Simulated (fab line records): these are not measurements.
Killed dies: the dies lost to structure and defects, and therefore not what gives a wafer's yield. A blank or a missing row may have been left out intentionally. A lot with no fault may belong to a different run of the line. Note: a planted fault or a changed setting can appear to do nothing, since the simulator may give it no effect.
Commonality check across tools / flow berkeley cmos170 / Sample size 13 lots and 38 wafers

== THE REASON FOR OPENING IT ==
1 of 13 lots carry a flag on the reading SILICIDE_TI_RS at UCB170_SILICIDE_RS_MEAS_02. No-fault wafers: 26.0 ohm/sq, standard deviation 0.38.
Rule: a lot is flagged in two cases, either no wafer of it has a number, or all its wafers with numbers fall more than 4 standard deviations from that mean. As for the other lots, they are considered sound.

lot=L260; measured=day 7 23:32; on=film metro-03; SILICIDE_TI_RS (ohm/sq), wafer by wafer=26.0 26.1 25.7; flag=
lot=L261; measured=day 8 09:34; on=film metro-04; SILICIDE_TI_RS (ohm/sq), wafer by wafer=26.7 26.3 26.4; flag=
lot=L264; measured=day 8 22:24; on=film metro-04; SILICIDE_TI_RS (ohm/sq), wafer by wafer=27.0 26.8 26.6; flag=
lot=L267; measured=day 9 12:32; on=film metro-04; SILICIDE_TI_RS (ohm/sq), wafer by wafer=25.9 25.9 25.7; flag=
lot=L265; measured=day 9 15:11; on=film metro-04; SILICIDE_TI_RS (ohm/sq), wafer by wafer=26.2 25.9 26.3; flag=
lot=L266; measured=day 9 15:11; on=film metro-03; SILICIDE_TI_RS (ohm/sq), wafer by wafer=26.2 26.0 26.2; flag=
lot=L268; measured=day 9 15:19; on=film metro-01; SILICIDE_TI_RS (ohm/sq), wafer by wafer=26.0 26.1 26.4; flag=
lot=L269; measured=day 10 10:10; on=film metro-03; SILICIDE_TI_RS (ohm/sq), wafer by wafer=26.2 26.3 25.8; flag=
lot=L270; measured=day 10 10:28; on=film metro-04; SILICIDE_TI_RS (ohm/sq), wafer by wafer=25.8 25.6 25.4; flag=
lot=L271; measured=day 11 03:34; on=film metro-04; SILICIDE_TI_RS (ohm/sq), wafer by wafer=25.6 25.8 26.3; flag=
lot=L274; measured=day 11 03:49; on=film metro-01; SILICIDE_TI_RS (ohm/sq), wafer by wafer=39.6 40.1; flag=FLAGGED
lot=L282; measured=day 14 01:03; on=film metro-03; SILICIDE_TI_RS (ohm/sq), wafer by wafer=25.9 25.7 26.1; flag=
lot=L283; measured=day 14 09:17; on=film metro-01; SILICIDE_TI_RS (ohm/sq), wafer by wafer=26.3 26.0 26.4; flag=
The numbers of the flagged lots are 39.9 ohm/sq on average: +13.9 ohm/sq against the usual, or +36 standard deviations.

== TOOL THAT RAN EACH LOT ==
Before the reading, the record contains 2 process steps out of a 331-step route. In each cell: the tool, then ch and the chambers that the sampled wafers went through, then the start.
lot=L260; flag=; UCB170_GATE_STRIP_16=plasma asher-02 ch 0,1, day 7 03:08; UCB170_SILICIDE_SPUTTER_01=pvd sputter-02, day 7 23:26
lot=L261; flag=; UCB170_GATE_STRIP_16=plasma asher-01 ch 0,1, day 7 11:36; UCB170_SILICIDE_SPUTTER_01=pvd sputter-02, day 8 09:32
lot=L264; flag=; UCB170_GATE_STRIP_16=plasma asher-03 ch 0, day 8 01:50; UCB170_SILICIDE_SPUTTER_01=pvd sputter-02, day 8 22:22
lot=L267; flag=; UCB170_GATE_STRIP_16=plasma asher-03 ch 0,1, day 8 17:51; UCB170_SILICIDE_SPUTTER_01=pvd sputter-03, day 9 12:31
lot=L265; flag=; UCB170_GATE_STRIP_16=plasma asher-02 ch 0,1, day 8 18:23; UCB170_SILICIDE_SPUTTER_01=pvd sputter-02, day 9 15:08
lot=L266; flag=; UCB170_GATE_STRIP_16=plasma asher-01 ch 0,1, day 8 18:05; UCB170_SILICIDE_SPUTTER_01=pvd sputter-04, day 9 15:08
lot=L268; flag=; UCB170_GATE_STRIP_16=plasma asher-01 ch 1, day 8 18:34; UCB170_SILICIDE_SPUTTER_01=pvd sputter-03, day 9 15:15
lot=L269; flag=; UCB170_GATE_STRIP_16=plasma asher-01 ch 0,1, day 9 13:14; UCB170_SILICIDE_SPUTTER_01=pvd sputter-02, day 10 10:08
lot=L270; flag=; UCB170_GATE_STRIP_16=plasma asher-02 ch 0,1, day 9 13:29; UCB170_SILICIDE_SPUTTER_01=pvd sputter-03, day 10 10:26
lot=L271; flag=; UCB170_GATE_STRIP_16=plasma asher-03 ch 0,1, day 10 09:54; UCB170_SILICIDE_SPUTTER_01=pvd sputter-03, day 11 03:31
lot=L274; flag=FLAGGED; UCB170_GATE_STRIP_16=plasma asher-03 ch 0, day 10 17:01; UCB170_SILICIDE_SPUTTER_01=pvd sputter-02, day 11 03:47
lot=L282; flag=; UCB170_GATE_STRIP_16=plasma asher-02 ch 0,1, day 12 15:10; UCB170_SILICIDE_SPUTTER_01=pvd sputter-03, day 14 00:59
lot=L283; flag=; UCB170_GATE_STRIP_16=plasma asher-02 ch 0,1, day 13 11:47; UCB170_SILICIDE_SPUTTER_01=pvd sputter-04, day 14 09:07
What is done by these steps:
- UCB170_GATE_STRIP_16: strips in O2.
- UCB170_SILICIDE_SPUTTER_01: material Ti, target thk 30 nm, time 25 s.
- UCB170_SILICIDE_RS_MEAS_02: measures by four-point-probe.

== FLAGGED AGAINST TOTAL, ONE TOOL AT A TIME (gauges that did the reading follow at the end) ==
step=UCB170_GATE_STRIP_16; tool=plasma asher-01; lots run=4; flagged=0; share of the flagged lots=none; sound lots run after its first flagged lot=-
step=UCB170_GATE_STRIP_16; tool=plasma asher-02; lots run=5; flagged=0; share of the flagged lots=none; sound lots run after its first flagged lot=-
step=UCB170_GATE_STRIP_16; tool=plasma asher-03; lots run=4; flagged=1; share of the flagged lots=all; sound lots run after its first flagged lot=0
step=UCB170_SILICIDE_SPUTTER_01; tool=pvd sputter-02; lots run=6; flagged=1; share of the flagged lots=all; sound lots run after its first flagged lot=0
step=UCB170_SILICIDE_SPUTTER_01; tool=pvd sputter-03; lots run=5; flagged=0; share of the flagged lots=none; sound lots run after its first flagged lot=-
step=UCB170_SILICIDE_SPUTTER_01; tool=pvd sputter-04; lots run=2; flagged=0; share of the flagged lots=none; sound lots run after its first flagged lot=-
step=UCB170_SILICIDE_RS_MEAS_02; tool=film metro-01; lots run=3; flagged=1; share of the flagged lots=all; sound lots run after its first flagged lot=1 (L283)
step=UCB170_SILICIDE_RS_MEAS_02; tool=film metro-03; lots run=4; flagged=0; share of the flagged lots=none; sound lots run after its first flagged lot=-
step=UCB170_SILICIDE_RS_MEAS_02; tool=film metro-04; lots run=6; flagged=0; share of the flagged lots=none; sound lots run after its first flagged lot=-

== WHAT THE TABLE ALLOWS ==
plasma asher-03 at UCB170_GATE_STRIP_16, pvd sputter-02 at UCB170_SILICIDE_SPUTTER_01 and film metro-01 at UCB170_SILICIDE_RS_MEAS_02: these 3 rows of the table ran every flagged lot.
- plasma asher-03 at UCB170_GATE_STRIP_16: 1 of its 4 lots flagged. It ran its last sound lot, L271, at day 10 09:54 and its first flagged lot, L274, at day 10 17:01: a fault with its onset between the two fits.
- pvd sputter-02 at UCB170_SILICIDE_SPUTTER_01: 1 of its 6 lots flagged. It ran its last sound lot, L269, at day 10 10:08 and its first flagged lot, L274, at day 11 03:47: a fault with its onset between the two fits.
- film metro-01 at UCB170_SILICIDE_RS_MEAS_02: 1 of its 3 lots flagged. Sound lots followed the first flagged one (L283) on it, something a lasting fault affecting the whole tool could not allow.
Because each of these 2 tools fits a fault that began at some hour, counting lots does not separate them. More lots, or a look at what each step does to the wafer, might.

== WHAT THE SIMULATOR HAD INSERTED ==
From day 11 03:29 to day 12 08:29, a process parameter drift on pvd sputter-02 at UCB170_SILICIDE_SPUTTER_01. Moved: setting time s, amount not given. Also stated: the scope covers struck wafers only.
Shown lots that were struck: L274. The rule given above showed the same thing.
